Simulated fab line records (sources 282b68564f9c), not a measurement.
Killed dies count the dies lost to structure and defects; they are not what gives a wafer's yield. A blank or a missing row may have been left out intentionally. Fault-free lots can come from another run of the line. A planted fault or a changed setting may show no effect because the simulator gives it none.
fab line records / flow ritCmos
[record] lots = 6 wafers = 18 lastDay = 7
route steps=202 shown ACTIVE@1
lots that met no fault: taken from a fault-free run of the same line
startH: start of the lot's first displayed wafer, in hours after the record's first day / waitH: time in hours since the lot's previous step / " unchanged from the row above / L1.1+2: one row covering several wafers at once / - no value, or no start was given / * or withheld: withheld / < > ~ a bound
route shown NAME@n: a module of which the file shows steps, and the number in the route of the first / usual: mean/standard deviation taken from wafers without a fault / same: alike in all rows / chamber/n: place in a boat / sites: readings site by site / _std_site: standard deviation across them / _edge_site: inner sites' mean taken away from outer sites' mean / radiusMm: for every site, how far away it sits from the centre of the wafer / mask NAME#n: copy n / behind: tool/chamber where the wafer was last shaped / hold: what put the lot on hold/how long, in hours/how the hold closed / device: whichever transistor did not switch (one of n, p or np) / end of line: tests of these same wafers at the route's end / step lacking rows: just its recipe / killed: at the first sort, the dies lost to defects and structure; wafer yield is something else / map: the dies of a wafer, with x for killed, . for not killed, _ for no die there
set.NAME: the setting that was run; set.NAME@STEP: the one run at that earlier step / model.NAME: the simulator's own value behind a step, which no gauge read
lots at selected steps of the route; one table per step, one row per wafer
[[steps]]
[step RIT_ACTIVE_BOW_MEAS_00]
[recipe] mode = bow
[usual] INCOMING_BOW = 0/7.1
lot.wafer=L125.1 tool=filmMetro-01 chamber=- startH=30.00 waitH=- INCOMING_BOW[um]=-1
lot.wafer=L125.2 tool=filmMetro-01 chamber=- startH=30.00 waitH=- INCOMING_BOW[um]=5
lot.wafer=L125.6 tool=filmMetro-01 chamber=- startH=30.00 waitH=- INCOMING_BOW[um]=1
lot.wafer=L131.3 tool=filmMetro-01 chamber=- startH=60.04 waitH=- INCOMING_BOW[um]=-5
lot.wafer=L131.4 tool=filmMetro-01 chamber=- startH=60.04 waitH=- INCOMING_BOW[um]=16
lot.wafer=L131.6 tool=filmMetro-01 chamber=- startH=60.04 waitH=- INCOMING_BOW[um]=8
lot.wafer=L132.1 tool=filmMetro-02 chamber=- startH=65.00 waitH=- INCOMING_BOW[um]=-14
lot.wafer=L132.5 tool=filmMetro-02 chamber=- startH=65.00 waitH=- INCOMING_BOW[um]=-2
lot.wafer=L132.6 tool=filmMetro-02 chamber=- startH=65.00 waitH=- INCOMING_BOW[um]=2
lot.wafer=L133.2 tool=filmMetro-01 chamber=- startH=70.02 waitH=- INCOMING_BOW[um]=5
lot.wafer=L133.4 tool=filmMetro-01 chamber=- startH=70.02 waitH=- INCOMING_BOW[um]=3
lot.wafer=L133.5 tool=filmMetro-01 chamber=- startH=70.02 waitH=- INCOMING_BOW[um]=2
lot.wafer=L141.3 tool=filmMetro-03 chamber=- startH=110.04 waitH=- INCOMING_BOW[um]=5
lot.wafer=L141.5 tool=filmMetro-03 chamber=- startH=110.04 waitH=- INCOMING_BOW[um]=14
lot.wafer=L141.6 tool=filmMetro-03 chamber=- startH=110.04 waitH=- INCOMING_BOW[um]=4
lot.wafer=L144.1 tool=filmMetro-01 chamber=- startH=125.00 waitH=- INCOMING_BOW[um]=-10
lot.wafer=L144.5 tool=filmMetro-01 chamber=- startH=125.00 waitH=- INCOMING_BOW[um]=-11
lot.wafer=L144.6 tool=filmMetro-01 chamber=- startH=125.00 waitH=- INCOMING_BOW[um]=-4
[step RIT_ACTIVE_OXIDATION_01]
[recipe] tempC = 1000 ambient = O2 targetThkA = 468 oxTimeS = 3360
[step RIT_ACTIVE_THK_MEAS_02]
[recipe] reads = SiO2_of_ACTIVE_OXIDATION_01
[usual] ACTIVE_OXIDE_THK = 46.8/1.2
lot.wafer=L125.1 tool=filmMetro-03 chamber=- startH=32.05 waitH=0.0 ACTIVE_OXIDE_THK[nm]=47.5
lot.wafer=L125.2 tool=filmMetro-03 chamber=- startH=32.05 waitH=0.0 ACTIVE_OXIDE_THK[nm]=46.3
lot.wafer=L125.6 tool=filmMetro-03 chamber=- startH=32.05 waitH=0.0 ACTIVE_OXIDE_THK[nm]=47.3
lot.wafer=L131.3 tool=filmMetro-03 chamber=- startH=62.07 waitH=0.0 ACTIVE_OXIDE_THK[nm]=48.1
lot.wafer=L131.4 tool=filmMetro-03 chamber=- startH=62.07 waitH=0.0 ACTIVE_OXIDE_THK[nm]=47.9
lot.wafer=L131.6 tool=filmMetro-03 chamber=- startH=62.07 waitH=0.0 ACTIVE_OXIDE_THK[nm]=47.9
lot.wafer=L132.1 tool=filmMetro-02 chamber=- startH=67.52 waitH=0.0 ACTIVE_OXIDE_THK[nm]=49.3
lot.wafer=L132.5 tool=filmMetro-02 chamber=- startH=67.52 waitH=0.0 ACTIVE_OXIDE_THK[nm]=49.3
lot.wafer=L132.6 tool=filmMetro-02 chamber=- startH=67.52 waitH=0.0 ACTIVE_OXIDE_THK[nm]=48.1
lot.wafer=L133.2 tool=filmMetro-03 chamber=- startH=72.06 waitH=0.0 ACTIVE_OXIDE_THK[nm]=45.5
lot.wafer=L133.4 tool=filmMetro-03 chamber=- startH=72.06 waitH=0.0 ACTIVE_OXIDE_THK[nm]=44.7
lot.wafer=L133.5 tool=filmMetro-03 chamber=- startH=72.06 waitH=0.0 ACTIVE_OXIDE_THK[nm]=44.8
lot.wafer=L141.3 tool=filmMetro-02 chamber=- startH=112.07 waitH=0.0 ACTIVE_OXIDE_THK[nm]=46.8
lot.wafer=L141.5 tool=filmMetro-02 chamber=- startH=112.07 waitH=0.0 ACTIVE_OXIDE_THK[nm]=47.5
lot.wafer=L141.6 tool=filmMetro-02 chamber=- startH=112.07 waitH=0.0 ACTIVE_OXIDE_THK[nm]=46.8
lot.wafer=L144.1 tool=filmMetro-01 chamber=- startH=127.05 waitH=0.0 ACTIVE_OXIDE_THK[nm]=46.7
lot.wafer=L144.5 tool=filmMetro-01 chamber=- startH=127.05 waitH=0.0 ACTIVE_OXIDE_THK[nm]=46.4
lot.wafer=L144.6 tool=filmMetro-01 chamber=- startH=127.05 waitH=0.0 ACTIVE_OXIDE_THK[nm]=47.0
[step RIT_ACTIVE_CVD_03]
[recipe] material = Si3N4 targetThkNm = 150 tempC = 810 precursor = SiH2Cl2/NH3 timeS = 1500 pressureMtorr = 300 sih2cl2FlowSccm = 60 nh3FlowSccm = 150
[step RIT_ACTIVE_THK_MEAS_04]
[recipe] reads = Si3N4_of_ACTIVE_CVD_03
[usual] ACTIVE_NITRIDE_THK = 150.3/1.4
lot.wafer=L125.1 tool=filmMetro-02 chamber=- startH=33.53 waitH=0.0 ACTIVE_NITRIDE_THK[nm]=149.0
lot.wafer=L125.2 tool=filmMetro-02 chamber=- startH=33.53 waitH=0.0 ACTIVE_NITRIDE_THK[nm]=150.4
lot.wafer=L125.6 tool=filmMetro-02 chamber=- startH=33.53 waitH=0.0 ACTIVE_NITRIDE_THK[nm]=150.4
lot.wafer=L131.3 tool=filmMetro-01 chamber=- startH=63.55 waitH=0.0 ACTIVE_NITRIDE_THK[nm]=149.6
lot.wafer=L131.4 tool=filmMetro-01 chamber=- startH=63.55 waitH=0.0 ACTIVE_NITRIDE_THK[nm]=148.8
lot.wafer=L131.6 tool=filmMetro-01 chamber=- startH=63.55 waitH=0.0 ACTIVE_NITRIDE_THK[nm]=150.6
lot.wafer=L132.1 tool=filmMetro-02 chamber=- startH=68.99 waitH=0.0 ACTIVE_NITRIDE_THK[nm]=148.9
lot.wafer=L132.5 tool=filmMetro-02 chamber=- startH=68.99 waitH=0.0 ACTIVE_NITRIDE_THK[nm]=149.5
lot.wafer=L132.6 tool=filmMetro-02 chamber=- startH=68.99 waitH=0.0 ACTIVE_NITRIDE_THK[nm]=147.8
lot.wafer=L133.2 tool=filmMetro-02 chamber=- startH=73.54 waitH=0.0 ACTIVE_NITRIDE_THK[nm]=151.6
lot.wafer=L133.4 tool=filmMetro-02 chamber=- startH=73.54 waitH=0.0 ACTIVE_NITRIDE_THK[nm]=152.1
lot.wafer=L133.5 tool=filmMetro-02 chamber=- startH=73.54 waitH=0.0 ACTIVE_NITRIDE_THK[nm]=150.7
lot.wafer=L141.3 tool=filmMetro-01 chamber=- startH=113.55 waitH=0.0 ACTIVE_NITRIDE_THK[nm]=150.7
lot.wafer=L141.5 tool=filmMetro-01 chamber=- startH=113.55 waitH=0.0 ACTIVE_NITRIDE_THK[nm]=150.1
lot.wafer=L141.6 tool=filmMetro-01 chamber=- startH=113.55 waitH=0.0 ACTIVE_NITRIDE_THK[nm]=150.4
lot.wafer=L144.1 tool=filmMetro-03 chamber=- startH=128.53 waitH=0.0 ACTIVE_NITRIDE_THK[nm]=151.0
lot.wafer=L144.5 tool=filmMetro-03 chamber=- startH=128.53 waitH=0.0 ACTIVE_NITRIDE_THK[nm]=151.4
lot.wafer=L144.6 tool=filmMetro-03 chamber=- startH=128.53 waitH=0.0 ACTIVE_NITRIDE_THK[nm]=151.4
[step RIT_ACTIVE_HMDS_05]
[recipe] primeTimeS = 60 primeTempC = 140
[step RIT_ACTIVE_COAT_06]
[recipe] resist = NOVOLAK spinRpm = 3178 resistThkNm = 1000
[step RIT_ACTIVE_SOFTBAKE_07]
[recipe] resist = NOVOLAK tempC = 90 timeS = 60
[step RIT_ACTIVE_EXPOSE_08]
[recipe] maskId = M1 na = 0.6 sourceShape = conventional sigmaOuter = 0.6 targetCdNm = 1400 doseMj = 225
[step RIT_ACTIVE_PEB_09]
[recipe] resist = NOVOLAK tempC = withheld timeS = withheld
[step RIT_ACTIVE_DEVELOP_10]
[recipe] resist = NOVOLAK developTimeS = 50 devTempC = 23
[usual] chillPlateTempC = 23.01/0.1 developTimeS = 50/0
lot.wafer=L125.1 tool=lithoTrack-04 chamber=0 startH=34 waitH=- chillPlateTempC=22.92 developTimeS=50
lot.wafer=L125.2 tool=lithoTrack-04 chamber=0 startH=34 waitH=- chillPlateTempC=22.85 developTimeS=50
lot.wafer=L125.6 tool=lithoTrack-04 chamber=0 startH=34 waitH=- chillPlateTempC=22.89 developTimeS=50
lot.wafer=L131.3 tool=lithoTrack-02 chamber=0 startH=64 waitH=- chillPlateTempC=23.03 developTimeS=50
lot.wafer=L131.4 tool=lithoTrack-02 chamber=0 startH=64 waitH=- chillPlateTempC=22.94 developTimeS=50
lot.wafer=L131.6 tool=lithoTrack-02 chamber=0 startH=64 waitH=- chillPlateTempC=23.11 developTimeS=50
lot.wafer=L132.1 tool=lithoTrack-04 chamber=- startH=69 waitH=- chillPlateTempC=- developTimeS=-
lot.wafer=L132.5 tool=lithoTrack-04 chamber=- startH=69 waitH=- chillPlateTempC=- developTimeS=-
lot.wafer=L132.6 tool=lithoTrack-04 chamber=- startH=70 waitH=- chillPlateTempC=- developTimeS=-
lot.wafer=L133.2 tool=lithoTrack-04 chamber=- startH=74 waitH=- chillPlateTempC=- developTimeS=-
lot.wafer=L133.4 tool=lithoTrack-04 chamber=- startH=74 waitH=- chillPlateTempC=- developTimeS=-
lot.wafer=L133.5 tool=lithoTrack-04 chamber=- startH=74 waitH=- chillPlateTempC=- developTimeS=-
lot.wafer=L141.3 tool=lithoTrack-03 chamber=0 startH=114 waitH=- chillPlateTempC=22.94 developTimeS=50
lot.wafer=L141.5 tool=lithoTrack-03 chamber=0 startH=114 waitH=- chillPlateTempC=22.96 developTimeS=50
lot.wafer=L141.6 tool=lithoTrack-03 chamber=0 startH=114 waitH=- chillPlateTempC=22.83 developTimeS=50
lot.wafer=L144.1 tool=lithoTrack-02 chamber=0 startH=129 waitH=- chillPlateTempC=23.12 developTimeS=50
lot.wafer=L144.5 tool=lithoTrack-02 chamber=0 startH=129 waitH=- chillPlateTempC=22.96 developTimeS=50
lot.wafer=L144.6 tool=lithoTrack-02 chamber=0 startH=129 waitH=- chillPlateTempC=22.98 developTimeS=50
[step RIT_ACTIVE_CD_MEAS_11]
[recipe] targetCdNm = 1400
[usual] cdNm = 1401.1/1.9
lot.wafer=L125.1 tool=cdSem-02 chamber=- startH=34.62 waitH=- cdNm=1399.3
lot.wafer=L125.2 tool=cdSem-02 chamber=- startH=34.62 waitH=- cdNm=1401.4
lot.wafer=L125.6 tool=cdSem-02 chamber=- startH=34.62 waitH=- cdNm=1398.8
lot.wafer=L131.3 tool=cdSem-02 chamber=- startH=64.48 waitH=- cdNm=1401.0
lot.wafer=L131.4 tool=cdSem-02 chamber=- startH=64.48 waitH=- cdNm=1403.3
lot.wafer=L131.6 tool=cdSem-02 chamber=- startH=64.48 waitH=- cdNm=1402.6
lot.wafer=L132.1 tool=cdSem-02 chamber=- startH=70.03 waitH=- cdNm=-
lot.wafer=L132.5 tool=cdSem-02 chamber=- startH=70.03 waitH=- cdNm=-
lot.wafer=L132.6 tool=cdSem-02 chamber=- startH=70.03 waitH=- cdNm=-
lot.wafer=L133.2 tool=cdSem-02 chamber=- startH=74.46 waitH=- cdNm=-
lot.wafer=L133.4 tool=cdSem-02 chamber=- startH=74.46 waitH=- cdNm=-
lot.wafer=L133.5 tool=cdSem-02 chamber=- startH=74.46 waitH=- cdNm=-
lot.wafer=L141.3 tool=cdSem-01 chamber=- startH=114.48 waitH=- cdNm=1401.9
lot.wafer=L141.5 tool=cdSem-01 chamber=- startH=114.48 waitH=- cdNm=1404.1
lot.wafer=L141.6 tool=cdSem-01 chamber=- startH=114.48 waitH=- cdNm=1402.6
lot.wafer=L144.1 tool=cdSem-02 chamber=- startH=129.49 waitH=- cdNm=1403.1
lot.wafer=L144.5 tool=cdSem-02 chamber=- startH=129.49 waitH=- cdNm=1403.2
lot.wafer=L144.6 tool=cdSem-02 chamber=- startH=129.49 waitH=- cdNm=1401.8
[[key]]
[firstSign] step = RIT_ACTIVE_DEVELOP_10 reading = toolRecord direction = missing
effect none on later readings
metAt RIT_ACTIVE_DEVELOP_10
struckWafers L132.1,L132.5,L132.6,L133.2,L133.4,L133.5
laterRowsLeftOut L132.1,L132.5,L132.6,L133.2,L133.4,L133.5
sortLeftOut L132.1,L132.5,L132.6,L133.2,L133.4,L133.5
testerLeftOut L132,L133
onsetBetween 34 69
[fault] kind = skippedStepWhole tool = lithoTrack-04 chamber = - onsetH = 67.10 steps = RIT_ACTIVE_DEVELOP_10 scope = struckLotsOnly
// testerLeftOut: of these lots the tester's yield and bins aren't shown, on N5 and GAA mostly nor the transistor test; their killed dies are dies lost to structure and defects alone, not to doping, threshold or leakage, so they don't give the yield
// sortLeftOut: the simulated sort isn't trusted on such a fault, so these wafers' sort isn't shown, and their yield isn't known
// laterRowsLeftOut: the simulator's readings of these wafers behind a module that went badly wrong aren't trusted and aren't shown, but for the sort
